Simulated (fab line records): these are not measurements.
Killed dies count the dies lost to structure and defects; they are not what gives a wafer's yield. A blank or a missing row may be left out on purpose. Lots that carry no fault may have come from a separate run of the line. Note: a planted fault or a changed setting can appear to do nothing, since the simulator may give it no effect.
Lot-split experiment :: flow rit-cmos :: 5 lots, 23 wafers read, on a route of 202 steps

== SPLIT DETAILS ==
At RIT_ACTIVE_COAT_06 (resist thk 1000 nm), the setting resist-thk-nm was moved away from the recipe's 1000 nm on 10 of the 23 wafers read, by -5.7% to +5.5%. For the rest of the wafers, this setting stayed at what the recipe calls for.

Reading taken at the split's own step.

== THE READING ==
NOVOLAK_of_ACTIVE_COAT_06.thk-nm (the simulator's own value, which no gauge read), in nm, at RIT_ACTIVE_COAT_06 (resist thk 1000 nm). No usual value for it is given in the file. Here, 13 wafers ran the recipe; their average is 996.9 nm with a standard deviation of 1.6 nm.

wafer: L074.1
tool, chamber at the split: litho-track-03, 0
resist-thk-nm as run, nm: 983.8
against the recipe: -1.6%
NOVOLAK_of_ACTIVE_COAT_06.thk-nm, nm: 980.3
against lot-mates on the recipe: -14.6

wafer: L074.3
tool, chamber at the split: litho-track-03, 0
resist-thk-nm as run, nm: 983.8
against the recipe: -1.6%
NOVOLAK_of_ACTIVE_COAT_06.thk-nm, nm: 979.1
against lot-mates on the recipe: -15.8

wafer: L074.4
tool, chamber at the split: litho-track-03, 0
resist-thk-nm as run, nm: 1000
against the recipe: recipe
NOVOLAK_of_ACTIVE_COAT_06.thk-nm, nm: 994.3
against lot-mates on the recipe: -

wafer: L074.5
tool, chamber at the split: litho-track-03, 0
resist-thk-nm as run, nm: 1000
against the recipe: recipe
NOVOLAK_of_ACTIVE_COAT_06.thk-nm, nm: 995.8
against lot-mates on the recipe: -

wafer: L074.6
tool, chamber at the split: litho-track-03, 0
resist-thk-nm as run, nm: 1000
against the recipe: recipe
NOVOLAK_of_ACTIVE_COAT_06.thk-nm, nm: 994.5
against lot-mates on the recipe: -

wafer: L077.1
tool, chamber at the split: litho-track-03, 0
resist-thk-nm as run, nm: 943.4
against the recipe: -5.7%
NOVOLAK_of_ACTIVE_COAT_06.thk-nm, nm: 941.5
against lot-mates on the recipe: -54.2

wafer: L077.2
tool, chamber at the split: litho-track-03, 0
resist-thk-nm as run, nm: 1000
against the recipe: recipe
NOVOLAK_of_ACTIVE_COAT_06.thk-nm, nm: 995.8
against lot-mates on the recipe: -

wafer: L077.3
tool, chamber at the split: litho-track-03, 0
resist-thk-nm as run, nm: 943.4
against the recipe: -5.7%
NOVOLAK_of_ACTIVE_COAT_06.thk-nm, nm: 940.6
against lot-mates on the recipe: -55.1

wafer: L077.4
tool, chamber at the split: litho-track-03, 0
resist-thk-nm as run, nm: 943.4
against the recipe: -5.7%
NOVOLAK_of_ACTIVE_COAT_06.thk-nm, nm: 939.4
against lot-mates on the recipe: -56.4

wafer: L077.5
tool, chamber at the split: litho-track-03, 0
resist-thk-nm as run, nm: 1000
against the recipe: recipe
NOVOLAK_of_ACTIVE_COAT_06.thk-nm, nm: 995.7
against lot-mates on the recipe: -

wafer: L082.1
tool, chamber at the split: litho-track-01, 0
resist-thk-nm as run, nm: 953.3
against the recipe: -4.7%
NOVOLAK_of_ACTIVE_COAT_06.thk-nm, nm: 948.3
against lot-mates on the recipe: -49.6

wafer: L082.2
tool, chamber at the split: litho-track-01, 0
resist-thk-nm as run, nm: 953.3
against the recipe: -4.7%
NOVOLAK_of_ACTIVE_COAT_06.thk-nm, nm: 946.6
against lot-mates on the recipe: -51.2

wafer: L082.3
tool, chamber at the split: litho-track-01, 0
resist-thk-nm as run, nm: 1000
against the recipe: recipe
NOVOLAK_of_ACTIVE_COAT_06.thk-nm, nm: 998.1
against lot-mates on the recipe: -

wafer: L082.4
tool, chamber at the split: litho-track-01, 0
resist-thk-nm as run, nm: 1000
against the recipe: recipe
NOVOLAK_of_ACTIVE_COAT_06.thk-nm, nm: 997.6
against lot-mates on the recipe: -

wafer: L082.6
tool, chamber at the split: litho-track-01, 0
resist-thk-nm as run, nm: 953.3
against the recipe: -4.7%
NOVOLAK_of_ACTIVE_COAT_06.thk-nm, nm: 946.9
against lot-mates on the recipe: -51.0

wafer: L083.1
tool, chamber at the split: litho-track-04, 0
resist-thk-nm as run, nm: 1000
against the recipe: recipe
NOVOLAK_of_ACTIVE_COAT_06.thk-nm, nm: 999.6
against lot-mates on the recipe: -

wafer: L083.5
tool, chamber at the split: litho-track-04, 0
resist-thk-nm as run, nm: 1000
against the recipe: recipe
NOVOLAK_of_ACTIVE_COAT_06.thk-nm, nm: 998.1
against lot-mates on the recipe: -

wafer: L083.6
tool, chamber at the split: litho-track-04, 0
resist-thk-nm as run, nm: 1000
against the recipe: recipe
NOVOLAK_of_ACTIVE_COAT_06.thk-nm, nm: 998.2
against lot-mates on the recipe: -

wafer: L085.1
tool, chamber at the split: litho-track-04, 0
resist-thk-nm as run, nm: 1000
against the recipe: recipe
NOVOLAK_of_ACTIVE_COAT_06.thk-nm, nm: 997.1
against lot-mates on the recipe: -

wafer: L085.2
tool, chamber at the split: litho-track-04, 0
resist-thk-nm as run, nm: 1055
against the recipe: +5.5%
NOVOLAK_of_ACTIVE_COAT_06.thk-nm, nm: 1053
against lot-mates on the recipe: +55.7

wafer: L085.3
tool, chamber at the split: litho-track-04, 0
resist-thk-nm as run, nm: 1055
against the recipe: +5.5%
NOVOLAK_of_ACTIVE_COAT_06.thk-nm, nm: 1050
against lot-mates on the recipe: +52.7

wafer: L085.4
tool, chamber at the split: litho-track-04, 0
resist-thk-nm as run, nm: 1000
against the recipe: recipe
NOVOLAK_of_ACTIVE_COAT_06.thk-nm, nm: 995.6
against lot-mates on the recipe: -

wafer: L085.5
tool, chamber at the split: litho-track-04, 0
resist-thk-nm as run, nm: 1000
against the recipe: recipe
NOVOLAK_of_ACTIVE_COAT_06.thk-nm, nm: 999.1
against lot-mates on the recipe: -

FIT RESULTS
A straight line over all 23 wafers: NOVOLAK_of_ACTIVE_COAT_06.thk-nm changes by +10.1 nm for each +1% of resist-thk-nm; r = +1.00; the points scatter about the line by 1.7 nm.
The same after taking each lot's own level away (the mean of its wafers on the recipe; 23 wafers): +10.1 nm for each +1%; r = +1.00; scatter 1.8 nm.
On that fit, the largest move of resist-thk-nm shifts the reading by 57 nm.
Across the lots, their own levels run from 994.87 to 998.63 nm, a range of 2.3 times the standard deviation given above.
Hence the lot-to-lot level has little effect on the slope; both slopes agree.
Check: -57.7 nm against its lot-mates is what the line predicts for one of the wafers moved furthest among these (-5.7%) when that wafer is left out of the fit. Against them it came out at -54.2 nm.

== OTHER SPLITS ON THESE WAFERS ==
Before the reading, these wafers also passed through other splits. Each is held against what the fit with the lots' levels taken away leaves over:
other split on the same wafers: RIT_ACTIVE_OXIDATION_01 temp-c
wafers away from the commonest value: 18
r with NOVOLAK_of_ACTIVE_COAT_06.thk-nm (lot level and that fit taken away): +0.36

== THE FILE'S OWN FIT ==
NOVOLAK_of_ACTIVE_COAT_06.thk-nm changes by +10.1 nm for each +1% of resist-thk-nm, r = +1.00.
